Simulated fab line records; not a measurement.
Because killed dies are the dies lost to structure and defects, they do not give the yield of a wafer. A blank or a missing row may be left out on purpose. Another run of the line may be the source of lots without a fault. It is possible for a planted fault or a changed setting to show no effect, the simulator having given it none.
Comparing a struck lot with a sound one	flow berkeleyCmos170	14 out of 331 route steps
Sound: the wafers L574.1, L574.2, L574.6. Struck: wafers L586.2, L586.3, L586.6. At the end, the cause is stated.
For every step that has rows: the tool of each side, followed by ch and its chambers, followed by its first start. Under that, the readings that differ: sound wafers	struck wafers	difference of the means	sigmas: that difference in standard deviations of wafers without a fault.
alike: readings with means less than 2 such deviations apart, plus words and numbers identical on both sides. not compared: withheld readings, readings lacking a value on some wafer, bounds such as >300 that could conceal the same value, and numbers that have no deviation in the record and whose values overlap.
A row with sigmas, a row that says differs or no value, or rows on one side alone: a step with any of these is where the two part. Numbers that have no deviation but don't overlap get no sigmas and don't part them. A reading that every wafer of one side lacks parts them only if that side has two wafers or more.

first, 1 step without rows for these wafers: UCB170_FIELD_WET_ETCH_06 (etches SiO2 in BOE, time 22 s).
UCB170_FIELD_THK_MEAS_90:
  sound: filmMetro-03 at day 6 20:38; struck: filmMetro-03 at day 9 03:22
reading	sound	struck	difference	sigmas
FIELD_OXIDE_LEFT_1_THK (nm)	419 421 418	445 442 435	+21	+2
then, 2 steps without rows for these wafers: UCB170_SACOX_CLEAN_00 (cleans in dHF, time 7.5 s); UCB170_SACOX_OXIDATION_01 (target thk 14.4 nm, ox time 2400 s).
UCB170_SACOX_THK_MEAS_02:
  sound: filmMetro-04 at day 7 01:29; struck: filmMetro-04 at day 9 10:35
  alike: SACOX_OXIDE_THK
then, 2 steps without rows for these wafers: UCB170_SCREENOX_WET_ETCH_00 (etches SiO2 in dHF, time 200 s); UCB170_SCREENOX_OXIDATION_01 (target thk 14.4 nm, ox time 2400 s).
UCB170_SCREENOX_THK_MEAS_02:
  sound: filmMetro-01 at day 7 05:36; struck: filmMetro-01 at day 9 16:19
  alike: SCREENOX_OXIDE_THK
then, 4 steps without rows for these wafers: UCB170_SCREENOX_ANNEAL_03 (time 900 s); UCB170_NVT_HMDS_00 (prime time 60 s); UCB170_NVT_COAT_01 (resist thk 900 nm); UCB170_NVT_SOFTBAKE_02 (time 60 s).
UCB170_NVT_EXPOSE_03: exposes mask PWELL, target cd 3000 nm.
  sound on krfScanner-02 ch 0, day 7 12:59; struck on krfScanner-02, day 9 22:11
  no value came back on the struck wafers for exposureDoseMJCm2, focusOffsetNm (nm), na; on the sound wafers exposureDoseMJCm2 reads 29.99 29.96 29.98
  alike: mask
then, 1 step without rows for these wafers: UCB170_NVT_PEB_04.

## WHERE THEY PART
Earliest at UCB170_FIELD_THK_MEAS_90; latest, in this record, at UCB170_NVT_EXPOSE_03.

WHY: whatever the simulator had introduced
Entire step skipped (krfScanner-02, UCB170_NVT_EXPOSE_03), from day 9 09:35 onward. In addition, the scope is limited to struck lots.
